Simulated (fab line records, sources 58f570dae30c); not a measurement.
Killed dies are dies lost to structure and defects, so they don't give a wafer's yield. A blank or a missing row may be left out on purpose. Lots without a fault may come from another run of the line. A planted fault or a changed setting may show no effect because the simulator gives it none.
fab line records | flow berkeley_cmos170
record lots=14 wafers=42 last_day=13
route steps=331 shown M2@286 V2@304
lots that met no fault: from a run of the same line without faults
start_h: hours from the record's first day to the start of the lot's first wafer shown | wait_h: hours since the lot's step before | " the same as in the row above | L1.1+2: a row that stands for several wafers | - no value, or no start given | * or withheld: withheld | < > ~ a bound
route shown NAME@n: a module of which the file shows steps, and the number in the route of the first | usual: mean/standard deviation of fault-free wafers | same: alike in all rows | chamber/n: place in a boat | sites: the reading at each site | _std_site: their standard deviation | _edge_site: outer sites' mean less inner sites' | radius_mm: how far each site lies from the wafer's centre | mask NAME#n: copy n | behind: the tool/chamber that last shaped the wafer | hold: why the lot was held/for how many hours/how that ended | device: the transistor (n, p or np) that didn't switch | end of line: the same wafers' tests at the end of the route | a step without rows: its recipe alone | killed: dies lost to structure and defects at the first sort, not the wafer's yield | map: a wafer's dies, x killed, . not, _ none there
set.NAME: the setting as run; set.NAME@STEP: as run at that earlier step | model.NAME: the simulator's own value behind a step, which no gauge read
steps of the route over a sample of lots; a table a step, a row a wafer
services: from which hour (start_h, from the record's first day; less than 0 if before it) a tool's chamber was out of use, for how many hours, and why
## steps
# step UCB170_M2_CD_MEAS_15
# recipe target_cd_nm=700
# usual cd_nm=700.6/1.6
# columns lot.wafer tool chamber start_h wait_h cd_nm
L608.3 cd_sem-01 - 202.63 - 698.0
L608.4 " - " " 698.9
L608.6 " - " " 698.5
L610.1 cd_sem-01 - 210.97 - 700.1
L610.5 " - " " 698.5
L610.6 " - " " 700.2
L612.1 cd_sem-02 - 213.50 - 702.9
L612.2 " - " " 702.5
L612.6 " - " " 702.1
L614.2 cd_sem-01 - 221.14 - 701.5
L614.4 " - " " 700.9
L614.6 " - " " 701.3
L615.2 cd_sem-01 - 222.13 - 700.4
L615.5 " - " " 701.3
L615.6 " - " " 700.2
L618.3 cd_sem-02 - 245.48 - 698.8
L618.4 " - " " 698.6
L618.5 " - " " 697.9
L623.1 cd_sem-02 - 250.16 - 702.4
L623.2 " - " " 702.6
L623.5 " - " " 704.4
L621.2 cd_sem-01 - 252.00 - 701.5
L621.4 " - " " 701.7
L621.6 " - " " 701.5
L625.1 cd_sem-01 - 273.50 - 701.4
L625.3 " - " " 699.8
L625.5 " - " " 700.2
L626.1 cd_sem-01 - 274.70 - 701.8
L626.3 " - " " 701.8
L626.4 " - " " 700.3
L627.1 cd_sem-01 - 289.37 - 702.3
L627.2 " - " " 703.4
L627.4 " - " " 702.0
L630.4 cd_sem-02 - 299.48 - 702.5
L630.5 " - " " 700.2
L630.6 " - " " 702.0
L629.1 cd_sem-02 - 301.45 - 701.1
L629.2 " - " " 700.5
L629.3 " - " " 701.0
L631.2 cd_sem-02 - 316.79 - 702.1
L631.4 " - " " 701.2
L631.6 " - " " 701.6
# step UCB170_M2_OVL_MEAS_16
# usual M2_OVL=-1/6.3
# columns lot.wafer tool chamber start_h wait_h M2_OVL[nm]
L608.3 overlay-01 - 202.72 0.1 3
L608.4 " - " " -11
L608.6 " - " " 1
L610.1 overlay-02 - 211.09 0.1 -14
L610.5 " - " " -3
L610.6 " - " " -12
L612.1 overlay-02 - 213.62 0.1 2
L612.2 " - " " -3
L612.6 " - " " -6
L614.2 overlay-01 - 221.25 0.1 -8
L614.4 " - " " -8
L614.6 " - " " -1
L615.2 overlay-02 - 222.23 0.1 -13
L615.5 " - " " -5
L615.6 " - " " -5
L618.3 overlay-02 - 245.57 0.1 -3
L618.4 " - " " -1
L618.5 " - " " -4
L623.1 overlay-02 - 250.28 0.1 -9
L623.2 " - " " -9
L623.5 " - " " -17
L621.2 overlay-02 - 252.10 0.1 -3
L621.4 " - " " -1
L621.6 " - " " -8
L625.1 overlay-02 - 273.62 0.1 1
L625.3 " - " " 8
L625.5 " - " " 4
L626.1 overlay-02 - 274.82 0.1 7
L626.3 " - " " -4
L626.4 " - " " 1
L627.1 overlay-01 - 289.49 0.1 -4
L627.2 " - " " 1
L627.4 " - " " 0
L630.4 overlay-01 - 299.56 0.1 -8
L630.5 " - " " -6
L630.6 " - " " -10
L629.1 overlay-01 - 301.57 0.1 9
L629.2 " - " " 0
L629.3 " - " " 9
L631.2 overlay-01 - 316.90 0.1 -3
L631.4 " - " " -5
L631.6 " - " " -11
# step UCB170_M2_METAL_ETCH_18
# recipe chemistry=Cl2/BCl3 target=Al stop_on=SiO2 pressure_mtorr=12 target_depth_a=11700 over_etch_frac=0.3 time_s=195 icp_w=600 bias_w=120 Cl2_flow_sccm=90 bcl3_flow_sccm=45
# usual drypump_motor_current_A=5.8/0.39 oes_product_au=0.851/0.017 over_etch_frac=0.3/0 throttle_valve_pct=24.3/0.32
# same time_s=195
# columns lot.wafer tool chamber start_h wait_h drypump_motor_current_A oes_product_au over_etch_frac rf_hours_counter_h throttle_valve_pct
L608.3 rie_metal-04 1 202.85 - 5.6 0.821 0.3 - 24.1
L608.4 " 0 " " 5.8 0.854 0.3 - 24.0
L608.6 " 1 " " 5.6 0.834 0.3 - 24.0
L610.1 rie_metal-04 1 211.16 - 5.7 0.830 0.3 3 24.0
L610.5 " 1 " " 5.7 0.822 0.3 - 24.1
L610.6 " 0 " " 5.8 0.851 0.3 - 24.0
L612.1 rie_metal-04 1 213.70 - 5.7 0.840 0.3 3 24.0
L612.2 " 0 " " 5.8 0.846 0.3 12 24.0
L612.6 " 0 " " 5.8 0.860 0.3 - 24.0
L614.2 rie_metal-01 1 221.32 - 6.0 0.850 0.3 1 24.0
L614.4 " 0 " " 5.7 0.861 0.3 - 24.7
L614.6 " 0 " " 5.7 0.857 0.3 - 24.7
L615.2 rie_metal-04 0 222.30 - 5.8 0.847 0.3 12 24.0
L615.5 " 1 " " 5.6 0.833 0.3 - 24.0
L615.6 " 0 " " 5.8 0.850 0.3 - 24.0
L618.3 rie_metal-04 0 245.70 - 5.7 0.853 0.3 - 24.0
L618.4 " 1 " " 5.7 0.834 0.3 - 24.1
L618.5 " 0 " " 5.7 0.842 0.3 - 24.0
L623.1 rie_metal-01 1 250.36 - 6.0 0.849 0.3 2 24.0
L623.2 " 1 " " 6.0 0.854 0.3 - 24.0
L623.5 " 1 " " 6.0 0.833 0.3 - 24.0
L621.2 rie_metal-04 1 252.17 - 5.7 0.804 0.3642 4 24.1
L621.4 " 1 " " 5.6 0.816 0.3642 - 24.1
L621.6 " 0 " " 5.8 0.813 0.3642 - 24.0
L625.1 rie_metal-04 1 273.70 - 5.6 0.811 0.3642 5 24.0
L625.3 " 0 " " 5.7 0.830 0.3642 - 24.0
L625.5 " 1 " " 5.6 0.818 0.3642 - 24.1
L626.1 rie_metal-01 0 274.90 - 5.7 0.837 0.3 0 24.8
L626.3 " 1 " " 6.0 0.843 0.3 - 24.0
L626.4 " 0 " " 5.7 0.844 0.3 - 24.8
L627.1 rie_metal-01 0 289.57 - 5.7 0.850 0.3 1 24.8
L627.2 " 1 " " 6.0 0.838 0.3 4 24.0
L627.4 " 0 " " 5.7 0.843 0.3 - 24.8
L630.4 rie_metal-01 1 299.68 - 6.0 0.855 0.3 - 24.0
L630.5 " 1 " " 6.0 0.852 0.3 - 24.0
L630.6 " 0 " " 5.7 0.854 0.3 - 24.8
L629.1 rie_metal-03 1 301.65 - 6.7 0.858 0.3 4 24.7
L629.2 " 0 " " 5.1 0.890 0.3 7 24.5
L629.3 " 1 " " 6.7 0.864 0.3 - 24.7
L631.2 rie_metal-01 1 316.97 - 6.0 0.848 0.3 4 24.0
L631.4 " 1 " " 6.0 0.854 0.3 - 24.0
L631.6 " 0 " " 5.7 0.858 0.3 - 24.8
# step UCB170_M2_STRIP_19
# recipe chemistry=O2 power_w=400 pressure_mtorr=3500 platen_temp_c=withheld o2_flow_sccm=400 overash_fraction=0.5
# usual drypump_motor_current_A=5.81/0.26 oes_product_au=0.543/0.015
# columns lot.wafer tool chamber start_h wait_h drypump_motor_current_A oes_product_au rf_hours_counter_h
L608.3 plasma_asher-01 0 203.01 0.1 5.98 0.512 -
L608.4 " 1 " " 5.52 0.531 -
L608.6 " 0 " " 5.96 0.517 -
L610.1 plasma_asher-04 1 211.35 0.1 5.92 0.511 46
L610.5 " 0 " " 6.33 0.518 -
L610.6 " 1 " " 5.94 0.534 -
L612.1 plasma_asher-01 1 213.88 0.1 5.51 0.520 10
L612.2 " 0 " " 6.00 0.522 10
L612.6 " 0 " " 5.98 0.524 -
L614.2 plasma_asher-03 1 221.51 0.1 5.55 0.563 52
L614.4 " 1 " " 5.56 0.543 -
L614.6 " 1 " " 5.53 0.535 -
L615.2 plasma_asher-01 0 222.49 0.1 5.97 0.544 12
L615.5 " 1 " " 5.54 0.545 -
L615.6 " 0 " " 5.98 0.547 -
L618.3 plasma_asher-03 1 245.86 0.1 5.52 0.542 -
L618.4 " 0 " " 5.79 0.529 -
L618.5 " 0 " " 5.79 0.538 -
L623.1 plasma_asher-04 1 250.73 0.3 5.94 0.542 51
L623.2 " 0 " " 6.29 0.547 51
L623.5 " 0 " " 6.30 0.546 -
L621.2 plasma_asher-04 0 252.36 0.1 6.31 0.488 51
L621.4 " 1 " " 5.90 0.487 -
L621.6 " 1 " " 5.93 0.516 -
L625.1 plasma_asher-03 1 273.89 0.1 5.56 0.497 59
L625.3 " 1 " " 5.57 0.518 -
L625.5 " 0 " " 5.79 0.505 -
L626.1 plasma_asher-01 1 275.08 0.1 5.52 0.556 18
L626.3 " 1 " " 5.53 0.552 -
L626.4 " 0 " " 5.96 0.557 -
L627.1 plasma_asher-01 0 289.82 0.2 5.98 0.552 19
L627.2 " 1 " " 5.51 0.556 19
L627.4 " 1 " " 5.53 0.553 -
L630.4 plasma_asher-01 1 299.84 0.1 5.53 0.544 -
L630.5 " 1 " " 5.52 0.544 -
L630.6 " 0 " " 5.97 0.536 -
L629.1 plasma_asher-03 1 301.84 0.1 5.57 0.566 62
L629.2 " 0 " " 5.79 0.543 62
L629.3 " 0 " " 5.77 0.565 -
L631.2 plasma_asher-01 1 317.16 0.1 5.55 0.544 23
L631.4 " 0 " " 5.97 0.552 -
L631.6 " 1 " " 5.51 0.547 -
# step UCB170_V2_CD_MEAS_12
# recipe target_cd_nm=700
# usual cd_nm=699.8/1.5
# columns lot.wafer tool chamber start_h wait_h cd_nm
L608.3 cd_sem-01 - 205.59 - 700.0
L608.4 " - " " 699.4
L608.6 " - " " 699.6
L610.1 cd_sem-02 - 213.80 - 696.6
L610.5 " - " " 694.1
L610.6 " - " " 696.5
L612.1 cd_sem-01 - 216.80 - 698.6
L612.2 " - " " 698.3
L612.6 " - " " 699.3
L614.2 cd_sem-02 - 224.36 - 698.8
L614.4 " - " " 698.2
L614.6 " - " " 700.3
L615.2 cd_sem-02 - 225.12 - 699.7
L615.5 " - " " 700.4
L615.6 " - " " 701.3
L618.3 cd_sem-02 - 248.04 - 702.2
L618.4 " - " " 702.2
L618.5 " - " " 701.7
L623.1 cd_sem-02 - 253.22 - 699.2
L623.2 " - " " 700.1
L623.5 " - " " 701.0
L621.2 cd_sem-02 - 254.31 - 699.3
L621.4 " - " " 699.1
L621.6 " - " " 699.1
L625.1 cd_sem-01 - 276.02 - 698.6
L625.3 " - " " 699.0
L625.5 " - " " 699.6
L626.1 cd_sem-01 - 281.57 - 701.6
L626.3 " - " " 701.5
L626.4 " - " " 700.9
L627.1 cd_sem-02 - 291.77 - 699.9
L627.2 " - " " 699.5
L627.4 " - " " 699.5
L630.4 cd_sem-02 - 303.72 - 699.1
L630.5 " - " " 698.8
L630.6 " - " " 699.3
L629.1 cd_sem-01 - 304.66 - 701.9
L629.2 " - " " 702.3
L629.3 " - " " 702.7
L631.2 cd_sem-01 - 319.19 - 699.1
L631.4 " - " " 700.7
L631.6 " - " " 699.3
## services
# columns tool chamber start_h hours kind
rie_metal-04 - 213.88 2.8 pm
rie_metal-01 0 238.91 - clean
rie_metal-01 0 238.91 18.3 scheduled_down
rie_metal-01 0 238.91 18.3 vent_cycle
rie_metal-03 - 253.27 1.3 repair
plasma_asher-04 - 258.23 6.5 repair
plasma_asher-03 - 298.05 1.5 repair
rie_metal-04 0 316.39 - clean
## key
first_sign step=UCB170_M2_METAL_ETCH_18 reading=over_etch_frac direction=up sigmas=99+ usual=0.3 struck=0.3642
effect step=UCB170_M2_METAL_ETCH_18 reading=oes_product_au direction=down sigmas=2.2 usual=0.851 struck=0.815
effect step=UCB170_M2_STRIP_19 reading=oes_product_au direction=down sigmas=2.8 usual=0.543 struck=0.502
met_at UCB170_M2_METAL_ETCH_18
struck_lots L621,L625
sort_left_out L625.1,L625.3,L625.5
not_acting_at UCB170_M2_CD_MEAS_15,UCB170_M2_OVL_MEAS_16,UCB170_V2_CD_MEAS_12
onset_between 245.70 252.17
fault kind=process_parameter_drift tool=rie_metal-04 chamber=- onset_h=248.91 steps=UCB170_M2_METAL_ETCH_18 channel=over_etch_frac offset=0.064197 shape=step end_h=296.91 acts_in=these_recipes_only stated=0.3
# sort_left_out: the simulated sort isn't trusted on such a fault, so these wafers' sort isn't shown, and their yield isn't known
